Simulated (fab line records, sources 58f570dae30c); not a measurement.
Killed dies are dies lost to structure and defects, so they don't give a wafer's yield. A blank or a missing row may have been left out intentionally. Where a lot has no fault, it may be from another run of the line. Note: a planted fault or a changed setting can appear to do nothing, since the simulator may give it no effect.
Which tool is to blame? / flow berkeleyCmos170 / 42 wafers sampled from 14 lots at 1 step of a route of 331

## WHAT THE GAUGES READ, wafer by wafer
UCB170_ACTIVE_OVL_MEAS_14. Usual: ACTIVE_OVL typically reads 2 nm, with standard deviation 5.3.
lot=L233; measured=day 4 00:57; on=overlay-01; ACTIVE_OVL (nm)=8 -4 3; flag=
lot=L234; measured=day 4 11:20; on=overlay-01; ACTIVE_OVL (nm)=5 6 2; flag=
lot=L236; measured=day 4 22:01; on=overlay-02; ACTIVE_OVL (nm)=-2 3 8; flag=
lot=L235; measured=day 4 22:18; on=overlay-02; ACTIVE_OVL (nm)=1 5 4; flag=
lot=L237; measured=day 5 04:32; on=overlay-01; ACTIVE_OVL (nm)=-2 9 2; flag=
lot=L240; measured=day 5 13:44; on=overlay-02; ACTIVE_OVL (nm)=-6 -2 -3; flag=
lot=L241; measured=day 5 14:04; on=overlay-02; ACTIVE_OVL (nm)=-6 -5 -6; flag=
lot=L245; measured=day 6 07:41; on=overlay-01; ACTIVE_OVL (nm)=6 8 8; flag=
lot=L249; measured=day 7 09:41; on=overlay-02; ACTIVE_OVL (nm)=1 -3 -3; flag=
lot=L250; measured=day 7 09:57; on=overlay-01; ACTIVE_OVL (nm)=-8 -5 -10; flag=
lot=L253; measured=day 8 06:57; on=overlay-02; ACTIVE_OVL (nm)=-1 2 9; flag=
lot=L254; measured=day 8 12:03; on=overlay-01; ACTIVE_OVL (nm)=8 6 11; flag=
lot=L256; measured=day 8 16:07; on=overlay-01; ACTIVE_OVL (nm)=7 1 3; flag=
lot=L255; measured=day 8 16:16; on=overlay-02; ACTIVE_OVL (nm)=-1 1 -1; flag=

## EACH LOT AND THE TOOL THAT RAN IT (in order: tool; ch and the chambers of the sampled wafers; start)
Record: no process step prior to these readings.

## AS READ BY THE TOOLS THEMSELVES (means over the sampled wafers that have a number; for cases with no such wafer, the mark the record gives instead)
The record holds no such reading with a usual standard deviation.

## THE ANSWER, worked out from the rows above alone
Rule: a lot counts as off when the mean over its wafers that have a number is more than 3 standard deviations away from the usual mean. Also off: a lot with no number at a reading for which 4 or more lots have one. Where the step has rows for the other lots, those lots are counted as sound. After the gauges, taken in route order, come the tools' own readings; for these a lot's mean is taken, as printed above. At the first step where some lot is off, the reading lying furthest off is the one used; lots without a number count as furthest.
None of the lots is off at any reading shown; this tells nothing.

## WHAT WAS PUT IN BY THE SIMULATOR
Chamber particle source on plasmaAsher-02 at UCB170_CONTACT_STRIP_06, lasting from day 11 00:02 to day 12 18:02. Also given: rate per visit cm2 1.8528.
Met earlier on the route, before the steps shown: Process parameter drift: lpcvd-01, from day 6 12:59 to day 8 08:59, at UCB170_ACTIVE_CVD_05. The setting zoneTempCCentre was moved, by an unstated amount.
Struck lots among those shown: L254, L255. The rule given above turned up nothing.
